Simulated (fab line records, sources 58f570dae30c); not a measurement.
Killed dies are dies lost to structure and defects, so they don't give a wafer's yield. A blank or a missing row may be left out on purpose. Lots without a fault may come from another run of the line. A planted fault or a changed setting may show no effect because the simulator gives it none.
A struck lot beside a sound one | flow berkeley_cmos170 | 23 steps out of a route of 331
Sound: wafers L322.1, L322.2, L322.5. Struck: wafers L334.1, L334.4, L334.6. The cause comes at the end.
At each step with rows: each side's tool, then ch and its chambers, then its first start. Under that, the readings that differ: sound wafers | struck wafers | difference of the means | sigmas: that difference in standard deviations of wafers without a fault.
alike: readings whose means differ by less than 2 such deviations, and words and numbers that are the same on both sides. not compared: withheld readings, readings that some wafer has no value for, bounds like >300 that may hide the same value, and numbers for which the record gives no deviation and whose values overlap.
The two part at a step that has a row with sigmas, a row that says differs or no value, or rows on one side only. Numbers that don't overlap but have no deviation are shown without sigmas and don't part them. A reading that every wafer of one side lacks parts them only if that side has two wafers or more.

first, 6 steps without rows for these wafers: UCB170_ZERO_HMDS_00 (prime time 60 s); UCB170_ZERO_COAT_01 (resist thk 900 nm); UCB170_ZERO_SOFTBAKE_02 (time 60 s); UCB170_ZERO_EXPOSE_03 (exposes mask PM MARKS, target cd 4000 nm); UCB170_ZERO_PEB_04; UCB170_ZERO_DEVELOP_05 (develop time 45 s).
UCB170_ZERO_ETCH_06: etches SiO2 in CHF3/CF4/Ar, time 12 s.
  sound on rie_diel-02 ch 1,2,3, day 2 00:40; struck on rie_diel-02 ch 0,1,2, day 4 11:47
  alike: chamber_pressure_mTorr, drypump_motor_current_A, oes_product_au, throttle_valve_pct
  not compared: rf_hours_counter_h
UCB170_ZERO_STRIP_07: strips in O2.
  sound on plasma_asher-03 ch 0,1, day 2 00:41; struck on plasma_asher-01 ch 0,1, day 4 11:49
  alike: chamber_pressure_mTorr, drypump_motor_current_A, o2_flow_sccm, oes_product_au, strip_time_to_endpoint_s
  not compared: rf_hours_counter_h
then, 2 steps without rows for these wafers: UCB170_NWELL_WET_ETCH_00 (etches SiO2 in dHF, time 200 s); UCB170_NWELL_OXIDATION_01 (target thk 26.4 nm, ox time 1260 s).
UCB170_NWELL_THK_MEAS_02:
  sound on film_metro-04, day 2 03:59; struck on film_metro-04, day 4 14:01
  alike: NWELL_OXIDE_THK
then, 1 step without rows for these wafers: UCB170_NWELL_ANNEAL_03 (time 900 s).
UCB170_NWELL_CVD_04: deposits Si3N4 from SiH2Cl2/NH3, target thk 224 nm, time 3360 s.
  sound on lpcvd-02 ch 1, day 2 07:48; struck on lpcvd-02 ch 0, day 4 15:20
  reading                                 | sound       | struck            | difference | sigmas
  model.Si3N4_of_NWELL_CVD_04.thk_nm (nm) | 222 224 222 | 243.9 241.9 242.9 | +20.2      |
  alike: sih2cl2_flow_sccm
UCB170_NWELL_THK_MEAS_05:
  sound on film_metro-01, day 2 10:42; struck on film_metro-03, day 4 17:16
  reading                | sound             | struck            | difference | sigmas
  NWELL_NITRIDE_THK (nm) | 221.9 224.1 222.0 | 244.0 241.8 243.0 | +20.3      | +9
then, 6 steps without rows for these wafers: UCB170_NWELL_HMDS_06 (prime time 60 s); UCB170_NWELL_COAT_07 (resist thk 900 nm); UCB170_NWELL_SOFTBAKE_08 (time 60 s); UCB170_NWELL_EXPOSE_09 (exposes mask NWELL, target cd 3000 nm); UCB170_NWELL_PEB_10; UCB170_NWELL_DEVELOP_11 (develop time 45 s).
UCB170_NWELL_OVL_MEAS_12:
  sound on overlay-01, day 2 12:03; struck on overlay-01, day 4 18:11
  alike: NWELL_OVL
UCB170_NWELL_ETCH_13: etches Si3N4 in CH3F/Ar/O2, stops on SiO2, target depth 246.4 nm, time 154 s.
  sound on rie_diel-03 ch 0,1,2, day 2 12:05; struck on rie_diel-01 ch 0,1,2, day 4 18:13
  reading                  | sound             | struck            | difference | sigmas
  oes_product_au (a.u.)    | 0.937 0.971 0.943 | 0.954 1.008 1.014 | +0.042     | +2
  model.etch.depth_nm (nm) | 222 224 222       | 243.9 241.9 239   | +18.9      |
  alike: chamber_pressure_mTorr, drypump_motor_current_A, throttle_valve_pct
  not compared: rf_hours_counter_h
then, 1 step without rows for these wafers: UCB170_NWELL_IMPLANT_14.

WHERE THEY PART
First at UCB170_NWELL_THK_MEAS_05; last, within this record, at UCB170_NWELL_ETCH_13.

WHY: what the simulator had put in
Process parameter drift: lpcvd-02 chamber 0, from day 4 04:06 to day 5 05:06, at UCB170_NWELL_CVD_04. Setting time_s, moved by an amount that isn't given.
